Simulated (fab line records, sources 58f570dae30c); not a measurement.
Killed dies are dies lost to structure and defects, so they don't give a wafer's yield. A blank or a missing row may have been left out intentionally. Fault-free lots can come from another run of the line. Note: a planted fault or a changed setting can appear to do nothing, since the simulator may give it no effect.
Chamber matching / flow berkeley cmos170 / UCB170_V2_CMP_02 on cmp-01 has 4 sister chambers
The step polishes SiO2. 16 wafers are shown with their chamber, then 8 later ones without.

WAFERS WITH THEIR CHAMBER
wafer=L312.1; chamber=1; motor current A (A)=13.8
wafer=L312.2; chamber=0; motor current A (A)=18.5
wafer=L312.6; chamber=2; motor current A (A)=16.8
wafer=L319.3; chamber=3; motor current A (A)=19.2
wafer=L319.4; chamber=1; motor current A (A)=14.6
wafer=L319.5; chamber=0; motor current A (A)=19.8
wafer=L326.3; chamber=1; motor current A (A)=15.3
wafer=L326.5; chamber=3; motor current A (A)=18.9
wafer=L326.6; chamber=2; motor current A (A)=17.6
wafer=L327.2; chamber=1; motor current A (A)=15.1
wafer=L327.4; chamber=2; motor current A (A)=16.0
wafer=L327.6; chamber=3; motor current A (A)=18.5
wafer=L330.1; chamber=0; motor current A (A)=18.4
wafer=L330.3; chamber=3; motor current A (A)=18.4
wafer=L330.4; chamber=1; motor current A (A)=14.3
wafer=L329.3; chamber=2; motor current A (A)=16.6

SIGNATURES (averages over the wafers above)
reading=motor current A; chamber 0=18.900; chamber 1=14.620; chamber 2=16.750; chamber 3=18.750; scatter within a chamber=0.606
Rule: distance of a wafer from a chamber = root of the sum over the readings of ((wafer's reading minus chamber's mean) / reading's scatter) squared. The wafer belongs to the nearest chamber; if the next one is less than 2 further off, it can't be placed. The scatter is the square root of a quotient: the sum, over the shown wafers, of each reading's squared deviation from its chamber's mean, divided by wafers minus chambers.

WAFERS WHOSE CHAMBER IS MISSING
wafer=L329.5; motor current A (A)=17.9
wafer=L329.6; motor current A (A)=19.5
wafer=L332.1; motor current A (A)=17.6
wafer=L332.2; motor current A (A)=18.8
wafer=L332.4; motor current A (A)=19.2
wafer=L334.2; motor current A (A)=19.1
wafer=L334.5; motor current A (A)=18.3
wafer=L334.6; motor current A (A)=16.3

THE CHAMBER EACH PASSED THROUGH
wafer=L329.5; from the rows above=can't be placed: 3 or 0 or 2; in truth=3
wafer=L329.6; from the rows above=can't be placed: 0 or 3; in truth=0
wafer=L332.1; from the rows above=can't be placed: 2 or 3 or 0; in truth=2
wafer=L332.2; from the rows above=can't be placed: 3 or 0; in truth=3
wafer=L332.4; from the rows above=can't be placed: 0 or 3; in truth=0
wafer=L334.2; from the rows above=can't be placed: 0 or 3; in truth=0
wafer=L334.5; from the rows above=can't be placed: 3 or 0 or 2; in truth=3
wafer=L334.6; from the rows above=2; in truth=2
Correct placement for 1 of the 8. Cannot be placed on the basis of these rows: 7; the candidates contain the true chamber in 7. Placed wrongly: 0.
